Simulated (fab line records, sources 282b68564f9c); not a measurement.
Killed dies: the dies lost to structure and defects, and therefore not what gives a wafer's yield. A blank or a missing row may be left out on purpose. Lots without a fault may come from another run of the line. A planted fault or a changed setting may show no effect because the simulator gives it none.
Which tool did it? | flow rit-cmos | Sampling: 7 lots, 21 wafers, 2 of 202 route steps

WHAT EACH GAUGE READ, for each wafer
RIT_GATE_CD_MEAS_16: the cd target is 150 nm.
lot  | measured    | on        | cd-nm (nm)
L622 | day 2 18:41 | cd-sem-02 | 151.0 150.5 156.6
L624 | day 3 05:17 | cd-sem-02 | 150.8 149.9 151.7
L626 | day 3 17:53 | cd-sem-02 | 152.6 155.9 155.5
L630 | day 4 16:12 | cd-sem-02 | 147.9 154.1 152.1
L635 | day 5 16:25 | cd-sem-02 | - - -
L638 | day 6 05:19 | cd-sem-01 | - - -
L641 | day 6 22:48 | cd-sem-01 | 150.8 150.3 150.6

WHICH TOOL RAN EACH LOT (tool, then ch and the chambers of the sampled wafers, then the start)
lot  | RIT_GATE_EXPOSE_13
L622 | iline-stepper-01 ch 0, day 2 18:17
L624 | iline-stepper-01 ch 0, day 3 04:53
L626 | iline-stepper-01 ch 0, day 3 17:29
L630 | iline-stepper-01 ch 0, day 4 15:48
L635 | iline-stepper-02 ch 0, day 5 16:01
L638 | iline-stepper-02 ch 0, day 6 04:55
L641 | iline-stepper-01 ch 0, day 6 22:24
- RIT_GATE_EXPOSE_13: exposes mask M6, target cd 150 nm.

THE ANSWER, worked out from the rows above alone
Rule: the usual values come from the lots themselves. Put in order of their means at a reading, lots are off if they are a third of the lots or fewer, leave a main group of 4 or more, and stand apart from it by a gap of 3 or more times the standard deviation of the main group's means; of several such gaps the widest counts. A main group whose means are all the same, to the digits that the tables above print for the reading, isn't used. Also off: a lot with no number at a reading for which 4 or more lots have one. The other lots that the step has rows for count as sound.
Off: L635, L638 (RIT_GATE_CD_MEAS_16, cd-nm). Without a number there: L635, L638. The main group: mean 152.0 nm, standard deviation 1.5.
A tool fits if, at a process step before that reading, it ran every lot that is off, and no sound lot after the first of them. Those tools and the gauges at RIT_GATE_CD_MEAS_16 are tried in the same way. One candidate fits, namely iline-stepper-02 at RIT_GATE_EXPOSE_13. It ran no sound lot before its first lot that is off in this sample, so the start can't be narrowed down.

WHAT HAD BEEN PUT IN BY THE SIMULATOR
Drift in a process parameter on iline-stepper-02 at RIT_GATE_EXPOSE_13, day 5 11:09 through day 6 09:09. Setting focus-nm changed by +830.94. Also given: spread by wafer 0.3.
Shown lots that were struck: L635, L638. The rule above reached the same finding.
